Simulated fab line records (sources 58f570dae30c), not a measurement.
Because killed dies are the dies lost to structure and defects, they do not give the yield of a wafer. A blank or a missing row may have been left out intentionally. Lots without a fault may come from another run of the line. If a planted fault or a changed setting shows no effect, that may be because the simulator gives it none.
One fault through the eyes of 2 desks :: flow berkeley cmos170 :: each desk holds nothing but its own numbers, with what lay behind them at the end

## FROM THE METROLOGY DESK
What the gauges read for every lot (on any tool): the sampled wafers with a number, averaged. The brackets show how far a lot's mean lies from the usual mean; more than 4 standard deviations puts the lot out of limits, marked OUT.
Columns: A = V2_BOW at UCB170_V2_BOW_MEAS_03, usual 36 um; B = V2_OVL at UCB170_V2_OVL_MEAS_13, usual 1 nm; C = cd nm at UCB170_V2_CD_MEAS_90, usual 700.1 nm; D = M3_AL_RS at UCB170_M3_RS_MEAS_02, usual 0.03227 ohm/sq; E = M3_AL_THK at UCB170_M3_THK_MEAS_03, usual 896 nm
lot: L710
first seen here: day 7 21:38
A: 35
B: -1
C: 700.7
D: 0.03237
E: 893

lot: L709
first seen here: day 7 21:56
A: 30
B: 1
C: 698.9
D: 0.03244
E: 898

lot: L712
first seen here: day 8 15:05
A: 42
B: 5
C: 700.1
D: 0.03244
E: 898

lot: L713
first seen here: day 8 15:36
A: 30
B: -3
C: 701.4
D: 0.03165
E: 906

lot: L715
first seen here: day 9 16:21
A: 34
B: 8
C: 700.2
D: 0.03242
E: 900

lot: L716
first seen here: day 9 16:34
A: 27
B: 5
C: 697.8
D: 0.03269
E: 882

lot: L717
first seen here: day 9 16:52
A: 35
B: -3
C: 699.5
D: 0.03227
E: 902

lot: L720
first seen here: day 10 15:08
A: 35
B: -10
C: 701.7
D: 0.03206
E: 893

lot: L727
first seen here: day 11 05:20
A: 38
B: -1
C: 701.2
D: 0.02896 (-11) OUT
E: 1034 (+13) OUT

lot: L732
first seen here: day 11 23:39
A: 41
B: -0
C: 699.4
D: 0.03258
E: 893

lot: L730
first seen here: day 12 00:13
A: 36
B: 1
C: 700.5
D: 0.03223
E: 890

lot: L729
first seen here: day 12 00:34
A: 43
B: -3
C: 704.0
D: 0.03204
E: 893

lot: L731
first seen here: day 12 00:53
A: 41
B: 3
C: 699.1
D: 0.03192
E: 917
This desk's finding: out of limits on L727; first on L727, day 11 07:28 (M3_AL_RS at UCB170_M3_RS_MEAS_02). Within limits: L710, L709, L712, L713, L715, L716, L717, L720, L732, L730, L729, L731.

## FOR THE TOOL OWNER'S DESK: pvd sputter-04
The tool's own readings at UCB170_M3_SPUTTER_01 (material Al, target thk 900 nm, time 120 s): means of the sampled wafers that have a number, for each lot that ran on this tool. The brackets show how far a lot's mean lies from the usual mean; more than 4 standard deviations puts the lot out of limits, marked OUT.
Columns: A = throttle valve pct at UCB170_M3_SPUTTER_01, usual 30.0 %
lot: L710
first seen here: day 7 23:49
A: 29.4

lot: L712
first seen here: day 8 18:10
A: 28.2

lot: L715
first seen here: day 9 19:35
A: 29.5

lot: L717
first seen here: day 9 20:50
A: 29.2

lot: L720
first seen here: day 10 17:52
A: 29.2

lot: L727
first seen here: day 11 07:23
A: 29.0
Result from this desk: across the 6 lots, nothing is out of limits.

## TAKEN TOGETHER
The metrology desk could have raised an alarm at day 11 07:28, on L727.
Nothing out of limits was seen by the tool owner's desk.
Tool owner's desk: L727 on record, inside its limits.
Every lot named ran UCB170_M3_SPUTTER_01 on pvd sputter-04.

## WHAT THE SIMULATOR PUT IN
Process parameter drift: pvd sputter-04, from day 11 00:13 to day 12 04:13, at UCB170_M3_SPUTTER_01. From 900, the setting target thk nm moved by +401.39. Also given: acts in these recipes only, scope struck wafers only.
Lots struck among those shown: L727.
Hours from the fault's start to each desk's first reading out of limits: the metrology desk, 7.
